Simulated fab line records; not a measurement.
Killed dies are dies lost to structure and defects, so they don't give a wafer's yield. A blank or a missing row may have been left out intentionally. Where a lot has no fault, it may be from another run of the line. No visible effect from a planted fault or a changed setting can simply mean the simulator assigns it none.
Problem report in the 8D (eight disciplines) form, filled by code -- flow rit_cmos -- the parts of the form that need people (team, actions taken, sign-off) are left out

1. WHAT IS WRONG
Across 6 wafers from 2 lots, PSD_TW at RIT_PSD_TW_MEAS_10 averages 30, while fault-free wafers read 3444 with a standard deviation of 34. That is -99 or more standard deviations from the usual mean.
The first sign was on wafer L640.1 at day 6 14:40, on film_metro-02. The record holds 42 wafers of 14 lots with a number at this step. Rule for "out", or "out of limits": more than 4 standard deviations from the usual mean. Any other wafer with a number is counted as sound.

2. WHAT IT IS; WHAT IT IS NOT
question,is,is not
which readings at this step,PSD_TW,-
which lots,"L640, L641","L623, L624, L625, L626, L628, L629, L631, L632, L633, L642, L644, L645"
which wafers of those lots,all that have a number,-
read on which gauges,"film_metro-01, film_metro-02",film_metro-04
when,from day 6 14:40,"up to then (27 sound wafers); but 9 sound wafers of L642, L644, L645 came after"

3. SUSPECTS, AND WHAT RULES EACH OUT
Counting: a tool at any process step up to the reading remains a suspect when it ran all the lots that are out and ran no sound lot after the first of those.
- the gauge at RIT_PSD_TW_MEAS_10: ruled out. The wafers that are out were read on 2 gauges (film_metro-01, film_metro-02).
- implanter-03 at RIT_PSD_IMPLANT_08: ruled out as a lasting fault. The sound lots L642, L644, L645 went through it after L640, its earliest lot that is out (day 6 14:20).
Left after counting: nothing in the record.

4. THE CAUSE (what the simulator had put in)
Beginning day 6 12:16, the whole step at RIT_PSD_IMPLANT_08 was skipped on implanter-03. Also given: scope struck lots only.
The count ruled it out by mistake, since the rule takes a fault to strike every lot its tool runs from the start of the fault on, and this one did not do so.

5. SEQUENCE OF EFFECTS, ordered by route
Each row: a reading where the mean over the struck wafers with a number is more than 3 standard deviations away from the usual. Readings are gone through only where the record gives a usual standard deviation; hours: the median, over the lots, of the time from a lot's start at the first step in this table giving one to that lot's start at this step; sigmas: the change measured in usual standard deviations.
hours,step,reading,usual,on struck wafers,change,sigmas
0,RIT_PSD_TW_MEAS_10,PSD_TW,3444,30,-3414,-99 or more
1,RIT_SDANNEAL_RS_MEAS_04,PSD_RS,116.25 ohm/sq,133.18,+16.93,+68
Readings that are blank on the struck wafers while sound wafers have them: beam_energy_keV at RIT_PSD_IMPLANT_08; beam_on_s at RIT_PSD_IMPLANT_08; end_station_pressure_torr at RIT_PSD_IMPLANT_08.

6. HOW IT WOULD HAVE BEEN CAUGHT EARLIER
In this record the first reading out of limits at a measuring or inspecting step was taken at day 6 14:40, 2 hours after the fault began at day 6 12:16.
At RIT_PSD_IMPLANT_08 the tool's readings are blank on the struck wafers, where sound wafers have them: an empty tool record is the first sign, and it was there at once.
